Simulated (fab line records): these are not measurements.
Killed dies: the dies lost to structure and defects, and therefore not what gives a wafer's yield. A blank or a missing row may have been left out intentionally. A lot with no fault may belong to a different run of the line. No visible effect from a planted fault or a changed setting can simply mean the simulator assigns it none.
Lot-split experiment    flow rit cmos    5 lots, 23 wafers read, on a route of 202 steps

THE SPLIT ITSELF
At RIT_NLDD_COAT_01 (resist thk 1000 nm), the setting resist thk nm was moved away from the recipe's 1000 nm on 5 of the 23 wafers read, by -4.1% to +3.8%. The other wafers ran this setting at the recipe's value.

FROM THE SPLIT TO THE READING: what the file shows between them, 3 steps
- RIT_NLDD_SOFTBAKE_02: time 60 s
- RIT_NLDD_EXPOSE_03: exposes mask M7, target cd 40700 nm
- RIT_NLDD_DEVELOP_05: develop time 50 s

THE READING
NOVOLAK_of_NLDD_COAT_01.thk nm (the simulator's own value, which no gauge read), in nm, at RIT_NLDD_HARDBAKE_07 (time 60 s). The file does not state a usual value for it. Average 883.7 nm, standard deviation 2.3 nm, over the 18 wafers here run with the recipe.

wafer   tool, chamber at the split  resist thk nm as run, nm  against the recipe  NOVOLAK_of_NLDD_COAT_01.thk nm, nm  against lot-mates on the recipe
L074.1  litho track-03, 0           1000                      recipe              882.5                               -
L074.2  litho track-03, 0           1000                      recipe              882.5                               -
L074.3  litho track-03, 0           1000                      recipe              883.9                               -
L074.4  litho track-03, 0           959.4                     -4.1%               850.4                               -32.6
L074.6  litho track-03, 0           959.4                     -4.1%               845.1                               -37.9
L075.1  litho track-02, 0           1000                      recipe              882.2                               -
L075.2  litho track-02, 0           1000                      recipe              883.4                               -
L075.3  litho track-02, 0           1000                      recipe              884.1                               -
L075.5  litho track-02, 0           1000                      recipe              884                                 -
L075.6  litho track-02, 0           1000                      recipe              883.2                               -
L077.1  litho track-02, 0           1000                      recipe              887.1                               -
L077.2  litho track-02, 0           1000                      recipe              885.2                               -
L077.3  litho track-02, 0           1000                      recipe              887.5                               -
L077.5  litho track-02, 0           1000                      recipe              883.7                               -
L077.6  litho track-02, 0           1000                      recipe              885.1                               -
L081.1  litho track-02, 0           1038                      +3.8%               921.2                               +35.3
L081.2  litho track-02, 0           1000                      recipe              885.5                               -
L081.4  litho track-02, 0           1038                      +3.8%               920.8                               +34.9
L081.5  litho track-02, 0           1038                      +3.8%               922.9                               +37.0
L081.6  litho track-02, 0           1000                      recipe              886.3                               -
L084.4  litho track-03, 0           1000                      recipe              881.5                               -
L084.5  litho track-03, 0           1000                      recipe              877.4                               -
L084.6  litho track-03, 0           1000                      recipe              881.2                               -

FIT RESULTS
A straight line over all 23 wafers: NOVOLAK_of_NLDD_COAT_01.thk nm changes by +9.48 nm for each +1% of resist thk nm; r = +0.99; the points scatter about the line by 2.5 nm.
The same after taking each lot's own level away (the mean of its wafers on the recipe; 23 wafers): +9.08 nm for each +1%; r = +1.00; scatter 1.5 nm.
According to that fit, moving resist thk nm by its largest amount changes the reading by 37 nm.
Measured against the standard deviation above, the lots' own levels, which go from 880.03 to 885.90 nm, span 2.5 times it.
Consequently the slope shifts little with the lot-to-lot level, the two slopes agreeing.
Check: -38.1 nm against its lot-mates is what the line predicts for one of the wafers moved furthest among these (-4.1%) when that wafer is left out of the fit. Against them it came out at -32.6 nm.

THESE WAFERS: OTHER SPLITS
These wafers also went through other splits before the reading. Each is held against what the fit with the lots' levels taken away leaves over:
other split on the same wafers       wafers away from the commonest value  r with NOVOLAK_of_NLDD_COAT_01.thk nm (lot level and that fit taken away)
RIT_ACTIVE_COAT_06 resist thk nm     7                                     +0.06
RIT_FOX2_OXIDATION_00 temp c         15                                    +0.04
RIT_NWELL_SOFTBAKE_02 temp c         11                                    -0.20
RIT_NWELL_DEVELOP_05 develop time s  6                                     +0.09
RIT_PRETRO_SOFTBAKE_02 temp c        7                                     -0.02
RIT_GATE_WET_ETCH_00 time s          15                                    -0.12
RIT_GATE_DEVELOP_15 dev temp c       7                                     -0.13

THE WHOLE CHAIN: every reading that the file lists as answering this split, in the file's order
step                  what it does        reading                                                                          change (the file's fit)               r (the file's)
RIT_NLDD_COAT_01      resist thk 1000 nm  NOVOLAK_of_NLDD_COAT_01.thk nm (the simulator's own value, which no gauge read)  +10.3 nm for each +1% of the setting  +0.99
RIT_NLDD_HARDBAKE_07  time 60 s           NOVOLAK_of_NLDD_COAT_01.thk nm (the simulator's own value, which no gauge read)  +9.01 nm for each +1% of the setting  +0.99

THE FILE'S OWN FIT
NOVOLAK_of_NLDD_COAT_01.thk nm changes by +9.01 nm for each +1% of resist thk nm, r = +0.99.
